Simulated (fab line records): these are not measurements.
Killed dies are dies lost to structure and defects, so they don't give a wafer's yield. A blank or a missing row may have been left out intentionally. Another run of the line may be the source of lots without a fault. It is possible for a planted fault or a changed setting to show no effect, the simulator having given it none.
The tool behind it: which one? | flow ritCmos | 14 lots with 42 wafers sampled at 5 steps, on a route of 202 steps

## WHAT THE GAUGES SHOWED, per wafer
RIT_ACTIVE_THK_MEAS_02. Usual: for ACTIVE_OXIDE_THK the level is 47.1 nm and the standard deviation is 0.67.
lot  | measured    | on           | ACTIVE_OXIDE_THK (nm) | flag
L489 | day 1 12:04 | filmMetro-02 | 45.9 46.6 46.1        | 
L490 | day 1 17:29 | filmMetro-01 | 46.9 46.6 46.4        | 
L492 | day 2 03:03 | filmMetro-03 | 47.5 46.6 47.0        | 
L493 | day 2 09:02 | filmMetro-02 | 47.1 46.9 46.9        | 
L497 | day 3 04:47 | filmMetro-01 | 46.6 46.7 46.6        | 
L501 | day 4 00:03 | filmMetro-01 | 47.8 47.1 47.5        | 
L502 | day 4 05:04 | filmMetro-02 | 53.8 54.3 53.4        | OFF
L503 | day 4 11:55 | filmMetro-02 | 54.0 53.9 54.9        | OFF
L506 | day 5 01:05 | filmMetro-03 | 46.9 47.0 46.6        | 
L507 | day 5 08:43 | filmMetro-02 | 47.2 47.2 47.7        | 
L508 | day 5 11:46 | filmMetro-02 | 47.3 47.7 47.8        | 
L509 | day 5 16:32 | filmMetro-01 | 47.3 46.7 46.8        | 
L510 | day 5 21:14 | filmMetro-03 | 47.5 47.3 46.9        | 
L511 | day 6 03:53 | filmMetro-01 | 47.3 47.8 47.0        | 

RIT_FOX1_THK_MEAS_01. Usual: for FOX1_OXIDE_THK the level is 353 nm and the standard deviation is 7.
lot  | measured    | on           | FOX1_OXIDE_THK (nm) | flag
L489 | day 1 17:19 | filmMetro-03 | 352 352 355         | 
L490 | day 1 23:43 | filmMetro-03 | 351 357 355         | 
L492 | day 2 09:24 | filmMetro-03 | 352 351 355         | 
L493 | day 2 15:11 | filmMetro-04 | 363 358 361         | 
L497 | day 3 09:34 | filmMetro-03 | 346 340 346         | 
L501 | day 4 06:22 | filmMetro-04 | 353 352 352         | 
L502 | day 4 11:44 | filmMetro-03 | 352 353 348         | 
L503 | day 4 16:43 | filmMetro-04 | 358 357 356         | 
L506 | day 5 08:45 | filmMetro-04 | 347 355 355         | 
L507 | day 5 13:30 | filmMetro-02 | 357 359 362         | 
L508 | day 5 17:49 | filmMetro-04 | 352 350 350         | 
L509 | day 5 22:35 | filmMetro-03 | 363 357 360         | 
L510 | day 6 03:29 | filmMetro-04 | 357 360 356         | 
L511 | day 6 08:56 | filmMetro-03 | 347 347 355         | 

RIT_PWELL_OVL_MEAS_06. Usual: for PWELL_OVL the level is 1.3 nm and the standard deviation is 1.3.
lot  | measured    | on         | PWELL_OVL (nm) | flag
L489 | day 1 22:32 | overlay-01 | 0.5 -1.6 0.8   | 
L490 | day 2 04:38 | overlay-01 | -1.2 0.0 -0.1  | 
L492 | day 2 15:23 | overlay-02 | 2.7 2.6 2.2    | 
L493 | day 2 20:11 | overlay-02 | 3.3 1.8 2.3    | 
L497 | day 3 14:53 | overlay-02 | -0.4 -0.1 0.0  | 
L501 | day 4 11:25 | overlay-02 | 1.6 2.4 1.2    | 
L502 | day 4 16:55 | overlay-02 | 2.3 2.9 1.9    | 
L503 | day 4 21:49 | overlay-02 | 3.3 2.6 3.2    | 
L506 | day 5 13:55 | overlay-02 | 4.0 2.4 2.9    | 
L507 | day 5 19:23 | overlay-01 | 0.6 -0.4 -0.5  | 
L508 | day 5 22:48 | overlay-02 | 0.4 -0.2 -0.3  | 
L509 | day 6 03:34 | overlay-01 | 2.3 0.9 0.2    | 
L510 | day 6 08:32 | overlay-02 | -0.1 0.1 0.1   | 
L511 | day 6 13:55 | overlay-01 | 2.2 2.8 3.5    | 

RIT_PRETRO_TW_MEAS_10. Usual: for PRETRO_TW the level is 471 and the standard deviation is 3.2.
lot  | measured    | on           | PRETRO_TW   | flag
L489 | day 2 08:16 | filmMetro-03 | 469 469 466 | 
L490 | day 2 14:01 | filmMetro-02 | 476 474 475 | 
L492 | day 3 01:34 | filmMetro-02 | 474 473 475 | 
L493 | day 3 06:14 | filmMetro-02 | 473 473 473 | 
L497 | day 3 23:56 | filmMetro-04 | 472 473 472 | 
L501 | day 4 21:17 | filmMetro-03 | 467 471 468 | 
L502 | day 5 02:43 | filmMetro-02 | 473 477 476 | 
L503 | day 5 07:11 | filmMetro-02 | 476 477 473 | 
L506 | day 6 00:35 | filmMetro-04 | 470 471 469 | 
L507 | day 6 05:43 | filmMetro-04 | 473 472 469 | 
L508 | day 6 08:25 | filmMetro-03 | 467 469 468 | 
L509 | day 6 13:04 | filmMetro-04 | 470 470 468 | 
L510 | day 6 18:32 | filmMetro-04 | 472 471 471 | 
L511 | day 6 23:52 | filmMetro-03 | 468 469 468 | 

## WHAT TOOL EACH LOT RAN ON (gives the tool, then ch and the chambers of the sampled wafers, and finally the start)
lot  | RIT_ACTIVE_OXIDATION_01
L489 | furnace-01 ch 0, day 1 10:07
L490 | furnace-04 ch 0, day 1 15:32
L492 | furnace-04 ch 0, day 2 01:07
L493 | furnace-01 ch 0, day 2 07:06
L497 | furnace-03 ch 0, day 3 02:49
L501 | furnace-01 ch 0, day 3 22:07
L502 | furnace-03 ch 0, day 4 03:07
L503 | furnace-03 ch 0, day 4 09:59
L506 | furnace-01 ch 0, day 4 23:09
L507 | furnace-01 ch 0, day 5 06:47
L508 | furnace-04 ch 0, day 5 09:49
L509 | furnace-01 ch 0, day 5 14:34
L510 | furnace-01 ch 0, day 5 19:19
L511 | furnace-01 ch 0, day 6 01:56
- RIT_ACTIVE_OXIDATION_01: target thk 46.8 nm, ox time 3360 s.

## WHAT THE TOOLS THEMSELVES READ (means of the sampled wafers that have a number; where no wafer has one, the mark that the record gives instead)
RIT_ACTIVE_OXIDATION_01. Usual: spikeTcCentreC 1002.9 C, standard deviation 1.2; spikeTcSourceC 1024.2 C, standard deviation 2.
lot  | tool       | spikeTcCentreC (C) | spikeTcSourceC (C) | flag
L489 | furnace-01 | 1002.3             | 1021.6             | 
L490 | furnace-04 | 1004.1             | 1025.0             | 
L492 | furnace-04 | 1004.3             | 1025.0             | 
L493 | furnace-01 | 1001.7             | 1022.9             | 
L497 | furnace-03 | 1002.9             | 1025.7             | 
L501 | furnace-01 | 1002.3             | 1022.1             | 
L502 | furnace-03 | 1016.3             | 1039.5             | OFF
L503 | furnace-03 | 1016.1             | 1038.6             | OFF
L506 | furnace-01 | 1002.0             | 1024.0             | 
L507 | furnace-01 | 1001.8             | 1023.0             | 
L508 | furnace-04 | 1003.8             | 1025.9             | 
L509 | furnace-01 | 1003.1             | 1022.7             | 
L510 | furnace-01 | 1001.9             | 1022.7             | 
L511 | furnace-01 | 1001.6             | 1022.0             | 

## THE ANSWER, worked out from the rows above alone
Rule: a lot counts as off when the mean over its wafers that have a number is more than 3 standard deviations away from the usual mean. A lot without any number at a reading at which 4 lots or more have one is off too. Any other lot the step has rows for is counted as sound. Order of review: gauges by route order, followed by the tools' own readings, for which a lot's mean as printed above is used. The first step at which some lot is off is used, and at that step the reading that is off furthest; a lot without a number counts as furthest.
Off: L502, L503, at RIT_ACTIVE_THK_MEAS_02 (ACTIVE_OXIDE_THK).
If a tool, at a process step before that reading, ran all the lots that are off and no sound lot after the first of them, it fits. The gauges at RIT_ACTIVE_THK_MEAS_02 aren't tried: what is off there is off at RIT_ACTIVE_OXIDATION_01 too, on other tools, and a gauge's error can't cause that. One fits: furnace-03 at RIT_ACTIVE_OXIDATION_01. Its last sound lot is L497 (day 3 02:49), its first lot that is off L502 (day 4 03:07): a fault that began between those two fits.
The tool's own readings at RIT_ACTIVE_OXIDATION_01 bear it out: on the lots that are off they differ by more than 5 times the standard deviation of the sound lots' means. spikeTcCentreC reads 1016.2 C there against 1002.6 C on the sound lots; spikeTcSourceC reads 1039.0 C there against 1023.6 C on the sound lots.

## WHAT THE SIMULATOR HAD INSERTED
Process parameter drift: furnace-03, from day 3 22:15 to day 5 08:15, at RIT_ACTIVE_OXIDATION_01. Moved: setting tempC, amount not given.
Struck lots among those shown: L502, L503. The rule given above showed the same thing.
